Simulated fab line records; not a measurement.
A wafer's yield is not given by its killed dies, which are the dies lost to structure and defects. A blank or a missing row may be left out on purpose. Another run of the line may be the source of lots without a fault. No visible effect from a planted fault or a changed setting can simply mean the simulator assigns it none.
Matching of chambers	flow berkeley-cmos170	cmp-02 running UCB170_V1_CMP_02: 4 sister chambers
The step polishes SiO2. 8 wafers are shown with their chamber, then 7 later ones without.

== WAFERS, EACH WITH ITS CHAMBER ==
wafer	chamber	motor-current-A (A)	edge-zone-pressure-frac
L499.4	1	15.6	1.001
L502.3	3	17.3	0.998
L502.4	0	15.9	1.011
L504.2	1	15.2	0.996
L504.5	3	16.7	0.990
L504.6	2	15.6	1.004
L513.1	2	16.0	1.000
L513.2	0	16.7	0.997

== WAFERS WITH NO CHAMBER GIVEN ==
wafer	motor-current-A (A)	edge-zone-pressure-frac
L513.5	15.8	0.993
L515.3	17.1	1.007
L515.5	15.8	1.004
L515.6	14.3	1.002
L516.4	15.7	1.000
L516.5	15.1	0.993
L516.6	14.8	0.993

== WHICH CHAMBER EACH ONE RAN IN ==
wafer	from the rows above	in truth
L513.5	can't be placed: 1 or 2 or 0 or 3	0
L515.3	can't be placed: 0 or 3 or 2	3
L515.5	can't be placed: 2 or 0 or 1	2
L515.6	can't be placed: 1 or 2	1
L516.4	can't be placed: 2 or 1 or 0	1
L516.5	can't be placed: 1 or 2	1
L516.6	can't be placed: 1 or 2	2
0 of 7 placed correctly. Can't be placed from these rows: 7 (the true chamber is among the candidates in 7). Number placed wrongly: 0.
How it was worked out, from the rows above alone: a wafer's distance from a chamber is the root of the sum, over the readings, of the square of ((its reading less the chamber's mean) divided by the reading's scatter). The wafer belongs to the nearest chamber; if the next one is less than 2 further off, it can't be placed. Each chamber's mean is taken over the wafers shown for it. The scatter is the square root of a quotient: the sum, over the shown wafers, of each reading's squared deviation from its chamber's mean, divided by wafers minus chambers.
